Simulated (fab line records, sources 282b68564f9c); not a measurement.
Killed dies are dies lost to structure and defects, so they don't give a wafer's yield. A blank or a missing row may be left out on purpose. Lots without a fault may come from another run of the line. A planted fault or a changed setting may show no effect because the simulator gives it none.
One fault seen from 2 desks | flow rit_cmos | each desk has only its own numbers; what lay behind them comes last

THE METROLOGY DESK
What the gauges read, lot by lot, whatever tool the lot ran on: means of the sampled wafers that have a number. A lot is out of limits, marked OUT, if its mean lies more than 4 standard deviations from the usual mean; the brackets give that distance.
Columns: A = cd_nm at RIT_M1_CD_MEAS_09, usual 2600.4 nm
lot  | first seen here | A
L840 | day 3 10:52     | 2603.2
L841 | day 3 13:14     | 2599.6
L842 | day 3 22:28     | 2598.9
L843 | day 4 01:22     | 2600.9
L844 | day 4 05:08     | 2602.0
L845 | day 4 09:26     | 2598.0
L846 | day 4 14:13     | 2597.9
L847 | day 4 17:54     | 2601.6
L850 | day 5 13:28     | 2601.6
L852 | day 5 23:09     | 2600.7
L854 | day 6 09:17     | 2635.3 (+15) OUT
L857 | day 6 21:16     | 2601.5
L859 | day 7 07:58     | 2604.6
L861 | day 7 17:08     | 2599.1
L863 | day 8 07:56     | 2597.7
This desk's finding: out of limits on L854; first on L854, day 6 09:17 (cd_nm at RIT_M1_CD_MEAS_09). In limits: L840, L841, L842, L843, L844, L845, L846, L847, L850, L852, L857, L859, L861, L863.

THE TOOL OWNER'S DESK: pvd_sputter-04
The tool's own readings at RIT_M1_SPUTTER_00 (material Al, target thk 400 nm, time 500 s): means of the sampled wafers that have a number, for each lot that ran on this tool. A lot is out of limits, marked OUT, if its mean lies more than 4 standard deviations from the usual mean; the brackets give that distance.
Columns: A = chamber_pressure_pa at RIT_M1_SPUTTER_00, usual 0.4000 Pa; B = throttle_valve_pct at RIT_M1_SPUTTER_00, usual 29.9 %
lot  | first seen here | A                | B
L840 | day 3 09:14     | 0.4002           | 30.7
L842 | day 3 21:02     | 0.3995           | 30.4
L844 | day 4 03:46     | 0.4000           | 30.1
L846 | day 4 12:44     | 0.4007           | 29.8
L850 | day 5 11:58     | 0.4191 (+25) OUT | 29.9
L852 | day 5 21:40     | 0.4197 (+26) OUT | 29.4
L854 | day 6 07:45     | 0.4195 (+25) OUT | 29.0
This desk's finding: out of limits on L850, L852, L854; first on L850, day 5 11:58 (chamber_pressure_pa at RIT_M1_SPUTTER_00). In limits: L840, L842, L844, L846.

PUT TOGETHER
The tool owner's desk could have raised an alarm at day 5 11:58, on L850, L852, L854.
The metrology desk could have raised an alarm at day 6 09:17, on L854.
The metrology desk has L850, L852 on record, within its limits.
Of the lots named, all ran RIT_M1_SPUTTER_00 on pvd_sputter-04.

WHAT THE SIMULATOR HAD PUT IN
Process parameter drift: pvd_sputter-04, from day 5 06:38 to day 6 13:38, at RIT_M1_SPUTTER_00. Setting chamber_pressure_pa, moved by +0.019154, from 0.4.
Lots struck among those shown: L850, L852, L854.
Hours from the fault's start to each desk's first reading out of limits: the tool owner's desk, 5; the metrology desk, 27.
